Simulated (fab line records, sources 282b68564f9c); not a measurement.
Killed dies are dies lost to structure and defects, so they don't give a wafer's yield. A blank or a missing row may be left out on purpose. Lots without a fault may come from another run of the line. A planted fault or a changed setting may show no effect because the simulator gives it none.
A struck lot beside a sound one | flow rit_cmos | 34 steps out of a route of 202
Sound: wafers L507.1, L507.2, L507.6. Struck: wafers L516.1, L516.3, L516.5. The cause comes at the end.
At each step with rows: each side's tool, then ch and its chambers, then its first start. Under that, the readings that differ: sound wafers | struck wafers | difference of the means | sigmas: that difference in standard deviations of wafers without a fault.
alike: readings whose means differ by less than 2 such deviations, and words and numbers that are the same on both sides. not compared: withheld readings, readings that some wafer has no value for, bounds like >300 that may hide the same value, and numbers for which the record gives no deviation and whose values overlap.
The two part at a step that has a row with sigmas, a row that says differs or no value, or rows on one side only. Numbers that don't overlap but have no deviation are shown without sigmas and don't part them. A reading that every wafer of one side lacks parts them only if that side has two wafers or more.

first, 2 steps without rows for these wafers: RIT_SPACER_CLEAN_02 (cleans in SC2, time 600 s); RIT_SPACER_CVD_03 (deposits Si3N4 from SiH2Cl2/NH3, target thk 250 nm, time 3300 s).
RIT_SPACER_THK_MEAS_04:
  sound on film_metro-01, day 5 05:15; struck on film_metro-01, day 6 22:13
  alike: SPACER_NITRIDE_THK
RIT_SPACER_ETCHBACK_05: etches Si3N4 in SF6/CHF3, stops on SiO2, target depth 250 nm, time 240 s.
  sound on rie_diel-03 ch 1,3, day 5 05:19; struck on rie_diel-04 ch 0,1,3, day 6 22:17
  alike: SF6_flow_sccm, drypump_motor_current_A, oes_product_au, throttle_valve_pct
  not compared: rf_hours_counter_h
then, 6 steps without rows for these wafers: RIT_NSD_HMDS_00 (prime time 60 s); RIT_NSD_COAT_01 (resist thk 1000 nm); RIT_NSD_SOFTBAKE_02 (time 60 s); RIT_NSD_EXPOSE_03 (exposes mask M9, target cd 40700 nm); RIT_NSD_PEB_04; RIT_NSD_DEVELOP_05 (develop time 50 s).
RIT_NSD_OVL_MEAS_06:
  sound on overlay-02, day 5 06:19; struck on overlay-01, day 6 23:38
  alike: NSD_OVL
then, 1 step without rows for these wafers: RIT_NSD_HARDBAKE_07 (time 60 s).
RIT_NSD_IMPLANT_08:
  sound on implanter-03 ch 0, day 5 06:29; struck on implanter-04 ch 0, day 6 23:50
  reading            | sound                            | struck                           | difference  | sigmas
  dose_ions_cm2      | 1.0006e+15 1.0012e+15 1.0016e+15 | 1.0532e+15 1.0532e+15 1.0543e+15 | +5.2433e+13 | +48
  faraday_current_uA | 3086 3098 3223                   | 3431 3255 3324                   | +201        | +3
RIT_NSD_STRIP_09: strips in O2, time 180 s.
  sound on plasma_asher-02 ch 0,1, day 5 06:38; struck on plasma_asher-04 ch 0,1, day 6 23:59
  alike: drypump_motor_current_A, rf_refl_power_W
  not compared: rf_hours_counter_h
RIT_NSD_TW_MEAS_10:
  sound on film_metro-02, day 5 06:50; struck on film_metro-03, day 7 00:09
  reading | sound          | struck         | difference | sigmas
  NSD_TW  | 3121 3114 3114 | 3187 3174 3186 | +66        | +3
then, 6 steps without rows for these wafers: RIT_PSD_HMDS_00 (prime time 60 s); RIT_PSD_COAT_01 (resist thk 1000 nm); RIT_PSD_SOFTBAKE_02 (time 60 s); RIT_PSD_EXPOSE_03 (exposes mask M10, target cd 40900 nm); RIT_PSD_PEB_04; RIT_PSD_DEVELOP_05 (develop time 50 s).
RIT_PSD_OVL_MEAS_06:
  sound on overlay-02, day 5 07:52; struck on overlay-01, day 7 01:11
  alike: PSD_OVL
then, 2 steps without rows for these wafers: RIT_PSD_HARDBAKE_07 (time 60 s); RIT_PSD_IMPLANT_08.
RIT_PSD_STRIP_09: strips in O2, time 180 s.
  sound on plasma_asher-01 ch 0,1, day 5 08:13; struck on plasma_asher-04 ch 0,1, day 7 01:31
  reading                     | sound       | struck      | difference | sigmas
  drypump_motor_current_A (A) | 5.8 5.1 5.1 | 5.8 6.9 6.9 | +1.2       | +2
  alike: rf_refl_power_W
  not compared: rf_hours_counter_h
RIT_PSD_TW_MEAS_10:
  sound on film_metro-03, day 5 08:23; struck on film_metro-03, day 7 01:42
  alike: PSD_TW
then, 3 steps without rows for these wafers: RIT_SDANNEAL_CLEAN_00 (cleans in SC1, time 600 s); RIT_SDANNEAL_CLEAN_01 (cleans in dHF, time 30 s); RIT_SDANNEAL_CLEAN_02 (cleans in SC2, time 600 s).
RIT_SDANNEAL_RTA_03: time 5 s.
  sound on rtp_anneal-01 ch 0, day 5 08:49; struck on rtp_anneal-02 ch 0, day 7 02:18
  alike: wafer_temp_C_max
RIT_SDANNEAL_RS_MEAS_04: measures by four-point-probe.
  sound on film_metro-04, day 5 08:52; struck on film_metro-04, day 7 02:22
  alike: PSD_RS
RIT_SDANNEAL_RS_MEAS_05: measures by four-point-probe.
  sound on film_metro-04, day 5 08:59; struck on film_metro-04, day 7 02:50
  reading         | sound             | struck            | difference | sigmas
  NSD_RS (ohm/sq) | 84.31 84.56 84.60 | 81.69 81.24 81.56 | -2.99      | -12
  not compared: hold
RIT_SDANNEAL_RS_MEAS_06: measures by four-point-probe.
  sound on film_metro-04, day 5 09:07; struck on film_metro-04, day 7 04:27
  reading | sound | struck                                                                     | difference                   | sigmas
  hold    | - - - | await_dispo/1.5h/release await_dispo/1.5h/release await_dispo/1.5h/release | no value on the sound wafers |
  alike: PLDD_RS
RIT_M1_PROBE_99:
  sound on prober-02, day 5 16:27; struck on prober-01, day 7 13:16
  alike: killed_at_contacts, killed_at_front_end, killed_dies, killed_open, killed_short

WHERE THEY PART
First at RIT_NSD_IMPLANT_08; last, within this record, at RIT_SDANNEAL_RS_MEAS_06. Later steps at which nothing parts them and some readings are alike: RIT_M1_PROBE_99.

WHY: what the simulator had put in
Process parameter drift: implanter-04, from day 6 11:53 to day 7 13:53, at RIT_NSD_IMPLANT_08. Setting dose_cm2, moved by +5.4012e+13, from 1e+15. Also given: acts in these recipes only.
